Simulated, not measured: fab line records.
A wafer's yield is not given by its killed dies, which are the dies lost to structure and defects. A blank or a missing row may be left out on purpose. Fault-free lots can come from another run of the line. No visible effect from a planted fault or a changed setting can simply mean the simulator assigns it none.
fab line records -- flow ritCmos
record lots=5, wafers=15, lastDay=7
route steps=202 shown NWELL@38 PWELL@39 WELLDRIVE@50 NRETRO@53 M1@202
lots untouched by any fault: they come from a run of this same line in which no faults occurred
startH: hours from the record's first day to the start of the lot's first wafer shown -- waitH: time in hours since the lot's previous step -- " the same as in the row above -- L1.1+2: a single row standing in for several wafers -- - either no value or no given start -- * or withheld: withheld -- < > ~ a bound
route shown NAME@n: names a module that has steps shown in the file, with the first one's number in the route -- usual: mean/standard deviation of fault-free wafers -- same: alike in all rows -- chamber/n: place in a boat -- sites: per-site readings -- _std_site: their standard deviation -- _edge_site: the outer-site mean with the inner-site mean subtracted -- radiusMm: how far each site lies from the wafer's centre -- mask NAME#n: copy n -- behind: the tool/chamber that last shaped the wafer -- hold: why the lot went on hold/how many hours it stayed there/how the hold came to an end -- device: the transistor (n, p or np) that didn't switch -- end of line: tests run on the same wafers once the route is complete -- step lacking rows: just its recipe -- killed: not the wafer's yield, but the dies lost to structure and defects at the first sort -- map: a wafer's dies, x killed, . not, _ none there
set.NAME: setting as actually run; set.NAME@STEP: the setting as run at that earlier step -- model.NAME: the simulator's own value behind a step, which no gauge read
certain route steps with their lots: each step a table, each wafer a row
services: a tool's chamber out of use, with start hour (startH, from the record's first day; less than 0 if before it), hours out, and reason
## steps
# step RIT_NWELL_TW_MEAS_10
# usual NWELL_TW=2150/25
lot.wafer,tool,chamber,startH,waitH,NWELL_TW
L316.2,filmMetro-02,-,27.73,0.1,2109
L316.4,filmMetro-02,-,27.73,0.1,2113
L316.5,filmMetro-02,-,27.73,0.1,2111
L323.1,filmMetro-03,-,58.80,0.1,2158
L323.2,filmMetro-03,-,58.80,0.1,2168
L323.3,filmMetro-03,-,58.80,0.1,2150
L324.2,filmMetro-03,-,61.80,0.1,2167
L324.3,filmMetro-03,-,61.80,0.1,2173
L324.5,filmMetro-03,-,61.80,0.1,2172
L327.1,filmMetro-03,-,81.77,0.1,2173
L327.2,filmMetro-03,-,81.77,0.1,2168
L327.6,filmMetro-03,-,81.77,0.1,2156
L337.1,filmMetro-02,-,126.54,0.1,2112
L337.5,filmMetro-02,-,126.54,0.1,2108
L337.6,filmMetro-02,-,126.54,0.1,2124
# step RIT_PWELL_HMDS_00
# recipe primeTimeS=60, primeTempC=140
# step RIT_PWELL_COAT_01
# recipe resist=NOVOLAK, spinRpm=2000, resistThkNm=1300
# step RIT_PWELL_SOFTBAKE_02
# recipe resist=NOVOLAK, tempC=90, timeS=60
# step RIT_PWELL_EXPOSE_03
# recipe maskId=M3, na=0.57, targetCdNm=43700, doseMj=250
# step RIT_PWELL_PEB_04
# recipe resist=NOVOLAK, tempC=withheld, timeS=withheld
# step RIT_PWELL_DEVELOP_05
# recipe resist=NOVOLAK, developTimeS=68, devTempC=23
# step RIT_PWELL_OVL_MEAS_06
# usual PWELL_OVL=-0.1/1.3
lot.wafer,tool,chamber,startH,waitH,PWELL_OVL[nm]
L316.2,overlay-01,-,28.79,-,-0.3
L316.4,overlay-01,-,28.79,-,1.5
L316.5,overlay-01,-,28.79,-,-0.1
L323.1,overlay-01,-,59.87,-,-0.8
L323.2,overlay-01,-,59.87,-,-1.9
L323.3,overlay-01,-,59.87,-,0.8
L324.2,overlay-01,-,62.94,-,-0.2
L324.3,overlay-01,-,62.94,-,0.9
L324.5,overlay-01,-,62.94,-,-1.8
L327.1,overlay-02,-,82.84,-,-2.0
L327.2,overlay-02,-,82.84,-,-0.3
L327.6,overlay-02,-,82.84,-,-0.9
L337.1,overlay-01,-,127.48,-,-1.4
L337.5,overlay-01,-,127.48,-,-0.2
L337.6,overlay-01,-,127.48,-,-2.9
# step RIT_PWELL_HARDBAKE_07
# recipe resist=NOVOLAK, tempC=140, timeS=120
# step RIT_PWELL_IMPLANT_08
# recipe species=B, energyKev=169, doseCm2=7e+13, tiltDeg=7
# step RIT_PWELL_STRIP_09
# recipe chemistry=O2, timeS=180, resist=NOVOLAK, platenTempC=withheld, powerW=500, pressureMtorr=4000, o2FlowSccm=4000
# usual drypumpMotorCurrentA=5.6/0.35
lot.wafer,tool,chamber,startH,waitH,drypumpMotorCurrentA,rfHoursCounterH
L316.2,plasmaAsher-02,0,29.22,0.1,5.3,36
L316.4,plasmaAsher-02,1,29.22,0.1,6.1,-
L316.5,plasmaAsher-02,0,29.22,0.1,5.3,-
L323.1,plasmaAsher-02,0,60.31,0.1,5.3,40
L323.2,plasmaAsher-02,1,60.31,0.1,6.2,40
L323.3,plasmaAsher-02,1,60.31,0.1,6.1,-
L324.2,plasmaAsher-02,0,63.48,0.1,5.3,40
L324.3,plasmaAsher-02,0,63.48,0.1,5.3,-
L324.5,plasmaAsher-02,1,63.48,0.1,6.1,-
L327.1,plasmaAsher-03,0,83.27,0.1,5.5,43
L327.2,plasmaAsher-03,1,83.27,0.1,6.0,43
L327.6,plasmaAsher-03,0,83.27,0.1,5.5,-
L337.1,plasmaAsher-02,1,127.92,0.1,6.1,1
L337.5,plasmaAsher-02,0,127.92,0.1,5.3,-
L337.6,plasmaAsher-02,1,127.92,0.1,6.1,-
# step RIT_PWELL_TW_MEAS_10
# usual PWELL_TW=955/11
lot.wafer,tool,chamber,startH,waitH,PWELL_TW
L316.2,filmMetro-01,-,29.41,0.1,958
L316.4,filmMetro-01,-,29.41,0.1,963
L316.5,filmMetro-01,-,29.41,0.1,957
L323.1,filmMetro-01,-,60.48,0.1,966
L323.2,filmMetro-01,-,60.48,0.1,965
L323.3,filmMetro-01,-,60.48,0.1,968
L324.2,filmMetro-02,-,63.67,0.1,933
L324.3,filmMetro-02,-,63.67,0.1,934
L324.5,filmMetro-02,-,63.67,0.1,935
L327.1,filmMetro-01,-,83.45,0.1,959
L327.2,filmMetro-01,-,83.45,0.1,963
L327.6,filmMetro-01,-,83.45,0.1,965
L337.1,filmMetro-01,-,128.09,0.1,955
L337.5,filmMetro-01,-,128.09,0.1,953
L337.6,filmMetro-01,-,128.09,0.1,953
# step RIT_WELLDRIVE_ANNEAL_00
# recipe tempC=1100, timeS=14700, ambient=N2
# usual runLengthS=18273/5.4, spikeTcLoadC=1127/3.3, tubeCenterTempC=1100/0.1
lot.wafer,tool,chamber,startH,waitH,runLengthS,spikeTcLoadC,tubeCenterTempC
L316.2,furnace-04,0,30.84,1.4,18276,1129,1100.1
L316.4,furnace-04,0,30.84,1.4,18276,1130,1100.1
L316.5,furnace-04,0,30.84,1.4,18276,1128,1100.1
L323.1,furnace-03,0,62.05,1.6,18278,1129,1100.1
L323.2,furnace-03,0,62.05,1.6,18278,1129,1100
L323.3,furnace-03,0,62.05,1.6,18278,1127,1100.2
L324.2,furnace-04,0,63.72,0.0,12385,1128,1099.9
L324.3,furnace-04,0,63.72,0.0,12385,1129,1100
L324.5,furnace-04,0,63.72,0.0,12385,1128,1100.2
L327.1,furnace-03,0,83.87,0.4,18270,1128,1100
L327.2,furnace-03,0,83.87,0.4,18270,1128,1099.9
L327.6,furnace-03,0,83.87,0.4,18270,1128,1100.1
L337.1,furnace-03,0,128.99,0.9,18269,1130,1099.8
L337.5,furnace-03,0,128.99,0.9,18269,1130,1100.1
L337.6,furnace-03,0,128.99,0.9,18269,1127,1099.9
# step RIT_WELLDRIVE_RS_MEAS_01
# recipe thkMeasGauge=four-point-probe
# usual NWELL_RS=275.4/0.97
lot.wafer,tool,chamber,startH,waitH,NWELL_RS[ohm/sq]
L316.2,filmMetro-01,-,35.94,0.0,275.5
L316.4,filmMetro-01,-,35.94,0.0,276.2
L316.5,filmMetro-01,-,35.94,0.0,275.5
L323.1,filmMetro-02,-,67.14,0.0,277.0
L323.2,filmMetro-02,-,67.14,0.0,276.2
L323.3,filmMetro-02,-,67.14,0.0,276.7
L324.2,filmMetro-03,-,68.82,1.7,299.6
L324.3,filmMetro-03,-,68.82,1.7,300.8
L324.5,filmMetro-03,-,68.82,1.7,301.6
L327.1,filmMetro-01,-,88.96,0.0,276.7
L327.2,filmMetro-01,-,88.96,0.0,274.9
L327.6,filmMetro-01,-,88.96,0.0,275.2
L337.1,filmMetro-03,-,134.07,0.0,275.3
L337.5,filmMetro-03,-,134.07,0.0,274.5
L337.6,filmMetro-03,-,134.07,0.0,273.8
# step RIT_WELLDRIVE_RS_MEAS_02
# recipe thkMeasGauge=four-point-probe
# usual PWELL_RS=430.0/1.4
lot.wafer,tool,chamber,startH,waitH,PWELL_RS[ohm/sq]
L316.2,filmMetro-01,-,36.06,0.1,429.3
L316.4,filmMetro-01,-,36.06,0.1,431.5
L316.5,filmMetro-01,-,36.06,0.1,431.3
L323.1,filmMetro-02,-,67.26,0.1,430.6
L323.2,filmMetro-02,-,67.26,0.1,428.8
L323.3,filmMetro-02,-,67.26,0.1,431.1
L324.2,filmMetro-03,-,68.94,0.1,456.9
L324.3,filmMetro-03,-,68.94,0.1,458.1
L324.5,filmMetro-03,-,68.94,0.1,456.7
L327.1,filmMetro-01,-,89.08,0.1,428.7
L327.2,filmMetro-01,-,89.08,0.1,429.7
L327.6,filmMetro-01,-,89.08,0.1,428.5
L337.1,filmMetro-03,-,134.19,0.1,431.4
L337.5,filmMetro-03,-,134.19,0.1,431.1
L337.6,filmMetro-03,-,134.19,0.1,429.8
# step RIT_NRETRO_HMDS_00
# recipe primeTimeS=60, primeTempC=140
# step RIT_M1_PROBE_99
# usual killedAtContacts=0.1/0.27, killedAtFrontEnd=7/3.3, killedDies=7/3.3, killedOpen=3.5/2, killedShort=3.8/2.2
# same grossDies=264, killed_at_M0_to_M3=0, killed_at_M4_up=0, killedAtBackSide=0, killedAtOther=0
lot.wafer,tool,chamber,startH,waitH,killedAtContacts,killedAtFrontEnd,killedDies,killedOpen,killedShort,model.etest.nwellPinched.rsOhmSq,model.etest.pwellPinched.rsOhmSq,model.etest.pwell.rsOhmSq,model.etest.pmosNarrow.driveUaUm,model.etest.pmos_0p3.driveUaUm,model.etest.fieldN.vtV,model.etest.fieldPMetal.vtV,model.etest.fieldP.vtV
L316.2,prober-01,-,67.94,0.1,0,0,0,0,0,341.2,452.7,406.6,101.9,101,33.49,-30.21,-12.89
L316.4,prober-01,-,68.04,0.2,0,4,4,2,2,339.4,457.4,413.8,102.3,101.7,34.05,-29.87,-12.78
L316.5,prober-01,-,68.09,0.2,0,4,4,4,0,340,460.1,410.3,106.3,104.6,33.18,-30.5,-12.95
L323.1,prober-01,-,97.88,0.1,0,4,4,2,2,337.9,451.1,411.2,101.2,102.2,32.84,-30.18,-12.83
L323.2,prober-01,-,97.93,0.1,0,3,3,1,2,340.4,458.8,410.2,101.1,101,33.76,-29.64,-12.78
L323.3,prober-01,-,97.98,0.2,0,6,6,2,4,339.6,455.4,411.6,105.4,104.2,33.34,-30.05,-12.82
L324.2,prober-02,-,99.97,0.1,0,11,11,1,10,383.8,490.7,442.7,103.4,102.1,36.47,-25.73,-10.91
L324.3,prober-02,-,100.02,0.2,0,12,12,7,5,385.6,496.8,440.3,100.3,99.16,35.04,-26.88,-11.15
L324.5,prober-02,-,100.12,0.2,0,7,7,2,5,377.1,493.7,443.6,102.6,100.9,34.97,-27.26,-11.18
L327.1,prober-01,-,123.00,0.1,0,9,9,4,5,341.8,449.3,406.3,110.1,106.3,30.85,-30.37,-12.3
L327.2,prober-01,-,123.05,0.1,1,5,6,3,3,340,447,403.3,112.7,109,29.02,-31.51,-12.36
L327.6,prober-01,-,123.25,0.2,0,7,7,2,5,340.6,442,398.3,108.8,104.6,31.02,-30.27,-12.23
L337.1,prober-01,-,164.17,0.1,0,7,7,2,5,336.1,458.4,415.2,103.6,103.8,32.97,-31.54,-13.32
L337.5,prober-01,-,164.37,0.2,0,10,10,4,6,335.7,463.1,414.5,103.6,101.9,32.8,-31.55,-13.39
L337.6,prober-01,-,164.42,0.2,0,9,9,4,5,334.2,457.1,417.8,103,102.2,33.22,-31.93,-13.36
# killed by level:class
L316.4 FOX2:geometricParticle:open=1 GATE:geometricParticle:short=1 SPACER:geometricParticle:short=1 SPACER:geometricParticle:open=1
L316.5 ACTIVE:geometricParticle:open=1 GATE:geometricParticle:open=1 SPACER:geometricParticle:open=1 SILICIDE:geometricParticle:open=1
L323.1 FOX1:geometricParticle:short=1 GATE:geometricParticle:open=1 SPACER:geometricParticle:open=1 SPACER:geometricParticle:short=1
L323.2 FOX1:geometricParticle:short=1 GATE:geometricParticle:open=1 REOX:geometricParticle:short=1
L323.3 FOX1:geometricParticle:short=1 FOX2:geometricParticle:short=1 GATE:geometricParticle:open=1 REOX:geometricParticle:open=1 SPACER:geometricParticle:short=1 SILICIDE:geometricParticle:short=1
L324.2 GATE:geometricParticle:short=8 SPACER:geometricParticle:short=1 SPACER:geometricParticle:open=1 SILICIDE:geometricParticle:short=1
L324.3 GATE:geometricParticle:short=4 GATE:geometricParticle:open=3 FOX1:geometricParticle:open=1 REOX:geometricParticle:open=1 SPACER:geometricParticle:open=1 SPACER:geometricParticle:short=1 SILICIDE:geometricParticle:open=1
L324.5 GATE:geometricParticle:short=4 FOX1:geometricParticle:open=1 GATE:geometricParticle:open=1 SPACER:geometricParticle:short=1
L327.1 SILICIDE:geometricParticle:short=4 FOX1:geometricParticle:open=2 GATE:geometricParticle:open=1 SPACER:geometricParticle:short=1 SILICIDE:geometricParticle:open=1
L327.2 GATE:geometricParticle:short=2 FOX1:geometricParticle:open=1 SPACER:geometricParticle:open=1 SILICIDE:geometricParticle:short=1 CONTACT:geometricParticle:open=1
L327.6 FOX1:geometricParticle:short=2 FOX1:geometricParticle:open=1 FOX2:geometricParticle:short=1 REOX:geometricParticle:short=1 SILICIDE:geometricParticle:open=1 SILICIDE:geometricParticle:short=1
L337.1 GATE:geometricParticle:short=3 GATE:geometricParticle:open=2 ACTIVE:geometricParticle:short=1 FOX1:geometricParticle:short=1
L337.5 REOX:geometricParticle:short=3 ACTIVE:geometricParticle:open=1 FOX1:geometricParticle:short=1 GATE:geometricParticle:short=1 REOX:geometricParticle:open=1 SPACER:geometricParticle:open=1 SILICIDE:geometricParticle:open=1 SILICIDE:geometricParticle:short=1
L337.6 GATE:geometricParticle:open=2 SPACER:geometricParticle:short=2 SPACER:geometricParticle:open=2 FOX1:geometricParticle:short=1 GATE:geometricParticle:short=1 REOX:geometricParticle:short=1
## services
tool,chamber,startH,hours,kind
furnace-03,-,14.40,2.9,pm
furnace-04,-,26.12,3.6,pm
plasmaAsher-03,-,45.49,2.8,repair
furnace-03,-,50.70,3.2,pm
plasmaAsher-03,-,78.11,4.9,repair
plasmaAsher-02,-,108.75,9.0,pm
plasmaAsher-02,0,108.75,9.0,ventCycle
plasmaAsher-02,1,108.75,9.0,ventCycle
plasmaAsher-02,0,117.75,-,clean
plasmaAsher-02,1,117.75,-,clean
## key
firstSign step=RIT_WELLDRIVE_ANNEAL_00, reading=runLengthS, direction=down, sigmas=99+, usual=*, struck=*
effect step=RIT_WELLDRIVE_RS_MEAS_01, reading=NWELL_RS, direction=up, sigmas=26, usual=275.4, struck=300.7
effect step=RIT_WELLDRIVE_RS_MEAS_02, reading=PWELL_RS, direction=up, sigmas=20, usual=430.0, struck=457.2
modelEffect step=RIT_M1_PROBE_99, value=etest.nwellPinched.rsOhmSq, without=335.3, struck=382.2
metAt RIT_WELLDRIVE_ANNEAL_00
struckWafers L324.2,L324.3,L324.5
testerLeftOut L324
onsetBetween 30.84 63.72
fault kind=processParameterDrift, tool=furnace-04, chamber=-, onsetH=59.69, steps=RIT_WELLDRIVE_ANNEAL_00, channel=timeS, offset=*, shape=step, endH=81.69, actsIn=*, stated=*
# testerLeftOut: of these lots the tester's yield and bins aren't shown, on N5 and GAA mostly nor the transistor test; their killed dies are dies lost to structure and defects alone, not to doping, threshold or leakage, so they don't give the yield
